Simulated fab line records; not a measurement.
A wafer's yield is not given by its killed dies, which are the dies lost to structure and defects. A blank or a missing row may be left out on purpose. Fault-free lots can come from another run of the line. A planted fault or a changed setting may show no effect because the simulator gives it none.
fab line records | flow rit-cmos
record lots=14 | wafers=42 | last-day=7
route steps=202 shown NLDD@104 M1@201
lots that met no fault: taken from a fault-free run of the same line
start-h: the number of hours between the record's first day and the start of the first shown wafer of the lot | wait-h: hours elapsed since this lot's preceding step | " as in the row above | L1.1+2: one row covering several wafers at once | - no value, or no start was given | * or withheld: withheld | < > ~ a bound
route shown NAME@n: NAME is a module with steps in the file, n the number in the route of the first one | usual: mean/standard deviation of fault-free wafers | same: alike in all rows | chamber/n: place in a boat | sites: the reading at each site | _std_site: standard deviation across them | _edge_site: the outer-site mean with the inner-site mean subtracted | radius-mm: for every site, how far away it sits from the centre of the wafer | mask NAME#n: copy n | behind: the most recent tool/chamber to have shaped the wafer | hold: reason for holding the lot/hours on hold/outcome of the hold | device: whichever transistor did not switch (one of n, p or np) | end of line: the same wafers' tests at the end of the route | a step given without rows: its recipe and nothing more | killed: dies that structure and defects cost at the first sort, which is not the same as the wafer's yield | map: the dies of a wafer, with x for killed, . for not killed, _ for no die there
set.NAME: setting as actually run; set.NAME@STEP: the setting as run at that earlier step | model.NAME: the simulator's own value behind a step, which no gauge read
the route's steps for a sample of lots (tables are steps, rows are wafers)
## steps
# step RIT_NLDD_COAT_01
# recipe resist=NOVOLAK | spin-rpm=3250 | resist-thk-nm=1000
# usual resist-line-temp-C=22.98/0.1 | spin-speed-rpm=3249.7/2.5
lot.wafer | tool           | chamber | start-h | wait-h | resist-line-temp-C | spin-speed-rpm
L179.3    | litho-track-03 | 0       | 46.23   | 0.1    | 22.88              | 3249.4
L179.4    | "              | 0       | "       | "      | 22.91              | 3249.0
L179.5    | "              | 0       | "       | "      | 22.99              | 3249.8
L180.2    | litho-track-01 | 0       | 46.91   | 0.1    | 22.97              | 3251.3
L180.4    | "              | 0       | "       | "      | 23.17              | 3248.0
L180.6    | "              | 0       | "       | "      | 23.04              | 3250.6
L182.3    | litho-track-02 | 0       | 57.59   | 0.1    | 22.76              | 3248.9
L182.4    | "              | 0       | "       | "      | 22.79              | 3250.3
L182.5    | "              | 0       | "       | "      | 23.00              | 3247.7
L183.1    | litho-track-01 | 0       | 64.81   | 0.1    | 23.21              | 3254.6
L183.3    | "              | 0       | "       | "      | 22.99              | 3249.8
L183.6    | "              | 0       | "       | "      | 23.01              | 3247.1
L184.4    | litho-track-01 | 0       | 66.36   | 0.1    | 23.02              | 3253.4
L184.5    | "              | 0       | "       | "      | 23.00              | 3251.0
L184.6    | "              | 0       | "       | "      | 23.04              | 3249.8
L185.1    | litho-track-03 | 0       | 71.11   | 0.1    | 22.89              | 3249.9
L185.4    | "              | 0       | "       | "      | 22.99              | 3250.6
L185.5    | "              | 0       | "       | "      | 22.94              | 3251.2
L186.1    | litho-track-02 | 0       | 75.12   | 0.1    | 23.02              | 3254.0
L186.4    | "              | 0       | "       | "      | 22.95              | 3253.5
L186.6    | "              | 0       | "       | "      | 23.07              | 3252.4
L188.2    | litho-track-03 | 0       | 85.82   | 0.1    | 23.08              | 3253.2
L188.5    | "              | 0       | "       | "      | 22.96              | 3251.0
L188.6    | "              | 0       | "       | "      | 23.01              | 3254.3
L194.2    | litho-track-02 | 0       | 116.40  | 0.1    | 22.99              | 3193.3
L194.5    | "              | 0       | "       | "      | 23.02              | 3194.3
L194.6    | "              | 0       | "       | "      | 23.05              | 3198.6
L195.2    | litho-track-02 | 0       | 120.57  | 0.1    | 23.04              | 3203.1
L195.5    | "              | 0       | "       | "      | 23.10              | 3189.3
L195.6    | "              | 0       | "       | "      | 23.04              | 3193.9
L197.1    | litho-track-01 | 0       | 130.43  | 0.1    | 22.84              | 3250.0
L197.3    | "              | 0       | "       | "      | 22.95              | 3249.0
L197.5    | "              | 0       | "       | "      | 22.89              | 3247.7
L198.2    | litho-track-01 | 0       | 135.75  | 0.1    | 22.92              | 3248.5
L198.3    | "              | 0       | "       | "      | 23.03              | 3249.8
L198.4    | "              | 0       | "       | "      | 23.04              | 3253.3
L200.1    | litho-track-01 | 0       | 145.72  | 0.1    | 22.95              | 3247.8
L200.4    | "              | 0       | "       | "      | 23.11              | 3251.2
L200.6    | "              | 0       | "       | "      | 22.98              | 3250.3
L201.2    | litho-track-03 | 0       | 151.63  | 0.1    | 22.90              | 3247.7
L201.3    | "              | 0       | "       | "      | 22.88              | 3246.4
L201.6    | "              | 0       | "       | "      | 22.90              | 3249.2
# step RIT_M1_BOW_MEAS_16
# recipe mode=bow
# usual M1_BOW=16/6.8
lot.wafer | tool          | chamber | start-h | wait-h | M1_BOW[um]
L179.3    | film-metro-03 | -       | 62.62   | 0.0    | 14
L179.4    | "             | -       | "       | "      | 16
L179.5    | "             | -       | "       | "      | 9
L180.2    | film-metro-04 | -       | 65.34   | 0.0    | 12
L180.4    | "             | -       | "       | "      | 10
L180.6    | "             | -       | "       | "      | 8
L182.3    | film-metro-03 | -       | 74.52   | 0.0    | 23
L182.4    | "             | -       | "       | "      | 18
L182.5    | "             | -       | "       | "      | 17
L183.1    | film-metro-02 | -       | 81.10   | 0.0    | 12
L183.3    | "             | -       | "       | "      | 13
L183.6    | "             | -       | "       | "      | 22
L184.4    | film-metro-02 | -       | 83.10   | 0.1    | 15
L184.5    | "             | -       | "       | "      | 11
L184.6    | "             | -       | "       | "      | 4
L185.1    | film-metro-03 | -       | 87.44   | 0.0    | 23
L185.4    | "             | -       | "       | "      | 7
L185.5    | "             | -       | "       | "      | 22
L186.1    | film-metro-04 | -       | 90.94   | 0.0    | 19
L186.4    | "             | -       | "       | "      | 2
L186.6    | "             | -       | "       | "      | 17
L188.2    | film-metro-02 | -       | 102.00  | 0.0    | 14
L188.5    | "             | -       | "       | "      | 35
L188.6    | "             | -       | "       | "      | 20
L194.2    | film-metro-02 | -       | 132.99  | 0.0    | 15
L194.5    | "             | -       | "       | "      | 21
L194.6    | "             | -       | "       | "      | 14
L195.2    | film-metro-03 | -       | 137.92  | 0.0    | 16
L195.5    | "             | -       | "       | "      | 16
L195.6    | "             | -       | "       | "      | 17
L197.1    | film-metro-04 | -       | 146.63  | 0.0    | 15
L197.3    | "             | -       | "       | "      | 16
L197.5    | "             | -       | "       | "      | 38
L198.2    | film-metro-02 | -       | 152.92  | 0.0    | 16
L198.3    | "             | -       | "       | "      | 8
L198.4    | "             | -       | "       | "      | 19
L200.1    | film-metro-04 | -       | 161.76  | 0.0    | 18
L200.4    | "             | -       | "       | "      | 19
L200.6    | "             | -       | "       | "      | 31
L201.2    | film-metro-02 | -       | 167.81  | 0.0    | 10
L201.3    | "             | -       | "       | "      | 16
L201.6    | "             | -       | "       | "      | 23
# step RIT_M1_PROBE_99
# usual killed-at-contacts=0.1/0.24 | killed-at-front-end=7.1/2.8 | killed-dies=7.2/2.8 | killed-open=3.6/2.1 | killed-short=3.6/1.9
# same gross-dies=264 | killed_at_M0_to_M3=0 | killed_at_M4_up=0 | killed-at-back-side=0 | killed-at-other=0
lot.wafer | tool      | chamber | start-h | wait-h | killed-at-contacts | killed-at-front-end | killed-dies | killed-open | killed-short
L179.3    | prober-01 | -       | 62.80   | 0.2    | 0                  | 6                   | 6           | 3           | 3
L179.4    | prober-01 | -       | 62.85   | 0.2    | 0                  | 11                  | 11          | 3           | 8
L179.5    | prober-01 | -       | 62.90   | 0.2    | 0                  | 6                   | 6           | 4           | 2
L180.2    | prober-02 | -       | 65.49   | 0.1    | 0                  | 7                   | 7           | 4           | 3
L180.4    | prober-02 | -       | 65.59   | 0.2    | 0                  | 10                  | 10          | 5           | 5
L180.6    | prober-02 | -       | 65.69   | 0.2    | 0                  | 9                   | 9           | 2           | 7
L182.3    | prober-02 | -       | 74.70   | 0.2    | 0                  | 5                   | 5           | 2           | 3
L182.4    | prober-02 | -       | 74.75   | 0.2    | 1                  | 6                   | 7           | 3           | 4
L182.5    | prober-02 | -       | 74.80   | 0.2    | 0                  | 8                   | 8           | 6           | 2
L183.1    | prober-01 | -       | 81.22   | 0.1    | 0                  | 9                   | 9           | 4           | 5
L183.3    | prober-01 | -       | 81.32   | 0.2    | 0                  | 6                   | 6           | 2           | 4
L183.6    | prober-01 | -       | 81.47   | 0.2    | 0                  | 5                   | 5           | 5           | 0
L184.4    | prober-02 | -       | 83.31   | 0.2    | 0                  | 11                  | 11          | 9           | 2
L184.5    | prober-02 | -       | 83.36   | 0.2    | 1                  | 2                   | 3           | 2           | 1
L184.6    | prober-02 | -       | 83.41   | 0.2    | 0                  | 3                   | 3           | 3           | 0
L185.1    | prober-01 | -       | 87.56   | 0.1    | 0                  | 4                   | 4           | 2           | 2
L185.4    | prober-01 | -       | 87.71   | 0.2    | 0                  | 6                   | 6           | 3           | 3
L185.5    | prober-01 | -       | 87.76   | 0.2    | 0                  | 4                   | 4           | 2           | 2
L186.1    | prober-02 | -       | 91.06   | 0.1    | 0                  | 9                   | 9           | 3           | 6
L186.4    | prober-02 | -       | 91.21   | 0.2    | 0                  | 5                   | 5           | 3           | 2
L186.6    | prober-02 | -       | 91.31   | 0.2    | 1                  | 7                   | 8           | 5           | 3
L188.2    | prober-02 | -       | 102.15  | 0.1    | 0                  | 3                   | 3           | 1           | 2
L188.5    | prober-02 | -       | 102.30  | 0.2    | 0                  | 5                   | 5           | 0           | 5
L188.6    | prober-02 | -       | 102.35  | 0.2    | 0                  | 7                   | 7           | 4           | 3
L194.2    | prober-01 | -       | 133.14  | 0.1    | 0                  | 8                   | 8           | 1           | 7
L194.5    | prober-01 | -       | 133.29  | 0.2    | 0                  | 6                   | 6           | 4           | 2
L194.6    | prober-01 | -       | 133.34  | 0.2    | 0                  | 5                   | 5           | 3           | 2
L195.2    | prober-02 | -       | 138.07  | 0.1    | 0                  | 7                   | 7           | 3           | 4
L195.5    | prober-02 | -       | 138.22  | 0.2    | 0                  | 5                   | 5           | 2           | 3
L195.6    | prober-02 | -       | 138.27  | 0.2    | 0                  | 12                  | 12          | 7           | 5
L197.1    | prober-02 | -       | 146.75  | 0.1    | 0                  | 10                  | 10          | 5           | 5
L197.3    | prober-02 | -       | 146.85  | 0.2    | 1                  | 12                  | 13          | 7           | 6
L197.5    | prober-02 | -       | 146.95  | 0.2    | 0                  | 7                   | 7           | 3           | 4
L198.2    | prober-01 | -       | 153.07  | 0.1    | 0                  | 5                   | 5           | 3           | 2
L198.3    | prober-01 | -       | 153.12  | 0.2    | 0                  | 9                   | 9           | 4           | 5
L198.4    | prober-01 | -       | 153.17  | 0.2    | 0                  | 7                   | 7           | 2           | 5
L200.1    | prober-01 | -       | 161.88  | 0.1    | 0                  | 10                  | 10          | 6           | 4
L200.4    | prober-01 | -       | 162.03  | 0.2    | 0                  | 5                   | 5           | 0           | 5
L200.6    | prober-01 | -       | 162.13  | 0.2    | 0                  | 8                   | 8           | 2           | 6
L201.2    | prober-02 | -       | 167.96  | 0.1    | 0                  | 10                  | 10          | 7           | 3
L201.3    | prober-02 | -       | 168.01  | 0.2    | 0                  | 3                   | 3           | 1           | 2
L201.6    | prober-02 | -       | 168.16  | 0.2    | 0                  | 7                   | 7           | 5           | 2
# killed by level:class
L179.3 SILICIDE:geometric-particle:open=2 FOX2:geometric-particle:short=1 GATE:geometric-particle:open=1 GATE:geometric-particle:short=1 REOX:geometric-particle:short=1
L179.4 GATE:geometric-particle:short=7 FOX1:geometric-particle:short=1 FOX1:geometric-particle:open=1 REOX:geometric-particle:open=1 SPACER:geometric-particle:open=1
L179.5 GATE:geometric-particle:open=3 SPACER:geometric-particle:short=2 FOX2:geometric-particle:open=1
L180.2 GATE:geometric-particle:open=2 REOX:geometric-particle:short=2 FOX1:geometric-particle:open=1 GATE:geometric-particle:short=1 REOX:geometric-particle:open=1
L180.4 GATE:geometric-particle:short=2 GATE:geometric-particle:open=2 FOX2:geometric-particle:short=1 FOX2:geometric-particle:open=1 REOX:geometric-particle:open=1 REOX:geometric-particle:short=1 SILICIDE:geometric-particle:open=1 SILICIDE:geometric-particle:short=1
L180.6 FOX1:geometric-particle:short=3 GATE:geometric-particle:open=2 GATE:geometric-particle:short=2 REOX:geometric-particle:short=2
L182.3 FOX1:geometric-particle:short=2 SILICIDE:geometric-particle:open=2 SILICIDE:geometric-particle:short=1
L182.4 SPACER:geometric-particle:open=2 FOX1:geometric-particle:short=1 FOX1:geometric-particle:open=1 REOX:geometric-particle:short=1 SILICIDE:geometric-particle:short=1 CONTACT:geometric-particle:short=1
L182.5 SILICIDE:geometric-particle:open=3 GATE:geometric-particle:open=2 GATE:geometric-particle:short=1 REOX:geometric-particle:short=1 SPACER:geometric-particle:open=1
L183.1 SPACER:geometric-particle:short=2 SILICIDE:geometric-particle:open=2 FOX1:geometric-particle:open=1 FOX2:geometric-particle:short=1 GATE:geometric-particle:short=1 REOX:geometric-particle:open=1 SILICIDE:geometric-particle:short=1
L183.3 FOX2:geometric-particle:short=1 GATE:geometric-particle:short=1 SPACER:geometric-particle:open=1 SPACER:geometric-particle:short=1 SILICIDE:geometric-particle:short=1 SILICIDE:geometric-particle:open=1
L183.6 SPACER:geometric-particle:open=4 FOX1:geometric-particle:open=1
L184.4 GATE:geometric-particle:open=5 REOX:geometric-particle:open=2 FOX1:geometric-particle:open=1 GATE:geometric-particle:short=1 REOX:geometric-particle:short=1 SPACER:geometric-particle:open=1
L184.5 FOX2:geometric-particle:short=1 GATE:geometric-particle:open=1 CONTACT:geometric-particle:open=1
L184.6 REOX:geometric-particle:open=2 SILICIDE:geometric-particle:open=1
L185.1 FOX1:geometric-particle:open=1 GATE:geometric-particle:short=1 REOX:geometric-particle:open=1 REOX:geometric-particle:short=1
L185.4 FOX2:geometric-particle:short=2 GATE:geometric-particle:open=2 GATE:geometric-particle:short=1 SPACER:geometric-particle:open=1
L185.5 FOX2:geometric-particle:open=1 GATE:geometric-particle:short=1 REOX:geometric-particle:short=1 SILICIDE:geometric-particle:open=1
L186.1 SPACER:geometric-particle:short=3 FOX1:geometric-particle:short=2 GATE:geometric-particle:open=1 SPACER:geometric-particle:open=1 SILICIDE:geometric-particle:open=1 SILICIDE:geometric-particle:short=1
L186.4 GATE:geometric-particle:short=2 FOX1:geometric-particle:open=1 GATE:geometric-particle:open=1 SPACER:geometric-particle:open=1
L186.6 FOX1:geometric-particle:short=2 SILICIDE:geometric-particle:open=2 FOX1:geometric-particle:open=1 GATE:geometric-particle:open=1 SPACER:geometric-particle:short=1 CONTACT:geometric-particle:open=1
L188.2 FOX1:geometric-particle:open=1 FOX1:geometric-particle:short=1 GATE:geometric-particle:short=1
L188.5 GATE:geometric-particle:short=2 FOX1:geometric-particle:short=1 SPACER:geometric-particle:short=1 SILICIDE:geometric-particle:short=1
L188.6 GATE:geometric-particle:short=2 SILICIDE:geometric-particle:open=2 GATE:geometric-particle:open=1 SPACER:geometric-particle:open=1 SPACER:geometric-particle:short=1
L194.2 GATE:geometric-particle:short=3 SPACER:geometric-particle:short=3 GATE:geometric-particle:open=1 REOX:geometric-particle:short=1
L194.5 FOX1:geometric-particle:open=1 FOX1:geometric-particle:short=1 FOX2:geometric-particle:short=1 GATE:geometric-particle:open=1 REOX:geometric-particle:open=1 SPACER:geometric-particle:open=1
L194.6 SPACER:geometric-particle:open=2 GATE:geometric-particle:open=1 GATE:geometric-particle:short=1 REOX:geometric-particle:short=1
L195.2 SPACER:geometric-particle:open=2 SILICIDE:geometric-particle:short=2 FOX2:geometric-particle:short=1 GATE:geometric-particle:open=1 SPACER:geometric-particle:short=1
L195.5 GATE:geometric-particle:open=1 GATE:geometric-particle:short=1 REOX:geometric-particle:short=1 REOX:geometric-particle:open=1 SILICIDE:geometric-particle:short=1
L195.6 GATE:geometric-particle:open=3 SPACER:geometric-particle:short=3 SPACER:geometric-particle:open=3 GATE:geometric-particle:short=1 SILICIDE:geometric-particle:short=1 SILICIDE:geometric-particle:open=1
L197.1 GATE:geometric-particle:short=4 GATE:geometric-particle:open=3 FOX1:geometric-particle:open=1 SILICIDE:geometric-particle:short=1 REOX:geometric-particle:open=1
L197.3 GATE:geometric-particle:short=3 GATE:geometric-particle:open=2 SILICIDE:geometric-particle:open=2 FOX1:geometric-particle:open=1 FOX2:geometric-particle:open=1 REOX:geometric-particle:short=1 REOX:geometric-particle:open=1 SILICIDE:geometric-particle:short=1
L197.5 FOX1:geometric-particle:short=1 FOX2:geometric-particle:short=1 GATE:geometric-particle:open=1 GATE:geometric-particle:short=1 REOX:geometric-particle:open=1 SILICIDE:geometric-particle:short=1 SILICIDE:geometric-particle:open=1
L198.2 REOX:geometric-particle:open=3 FOX1:geometric-particle:short=2
L198.3 FOX1:geometric-particle:open=2 FOX2:geometric-particle:short=2 SILICIDE:geometric-particle:short=2 GATE:geometric-particle:open=1 REOX:geometric-particle:open=1 SPACER:geometric-particle:short=1
L198.4 FOX1:geometric-particle:short=2 GATE:geometric-particle:short=2 FOX1:geometric-particle:open=1 SPACER:geometric-particle:short=1 SPACER:geometric-particle:open=1
L200.1 GATE:geometric-particle:open=4 GATE:geometric-particle:short=2 FOX1:geometric-particle:open=1 FOX2:geometric-particle:open=1 SPACER:geometric-particle:short=1 SILICIDE:geometric-particle:short=1
L200.4 GATE:geometric-particle:short=2 FOX1:geometric-particle:short=1 SPACER:geometric-particle:short=1 SILICIDE:geometric-particle:short=1
L200.6 GATE:geometric-particle:short=2 GATE:geometric-particle:open=2 SPACER:geometric-particle:short=2 SILICIDE:geometric-particle:short=2
L201.2 GATE:geometric-particle:open=4 GATE:geometric-particle:short=2 FOX1:geometric-particle:open=1 REOX:geometric-particle:short=1 SPACER:geometric-particle:open=1 SILICIDE:geometric-particle:open=1
L201.3 FOX1:geometric-particle:short=1 FOX1:geometric-particle:open=1 REOX:geometric-particle:short=1
L201.6 GATE:geometric-particle:open=2 FOX1:geometric-particle:open=1 FOX2:geometric-particle:open=1 GATE:geometric-particle:short=1 REOX:geometric-particle:short=1 SILICIDE:geometric-particle:open=1
## key
first-sign step=RIT_NLDD_COAT_01 | reading=spin-speed-rpm | direction=down | sigmas=22 | usual=3249.7 | struck=3195.4
effect none on later readings
met-at RIT_NLDD_COAT_01
struck-lots L194,L195
tester-left-out L194,L195
not-acting-at RIT_M1_BOW_MEAS_16
onset-between 75.12 116.40
fault kind=process-parameter-drift | tool=litho-track-02 | chamber=- | onset-h=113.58 | steps=RIT_NLDD_COAT_01 | channel=spin-rpm | offset=-51.437 | shape=step | end-h=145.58 | acts-in=these-recipes-only | stated=3250
# tester-left-out: of these lots the tester's yield and bins aren't shown, on N5 and GAA mostly nor the transistor test; their killed dies are dies lost to structure and defects alone, not to doping, threshold or leakage, so they don't give the yield
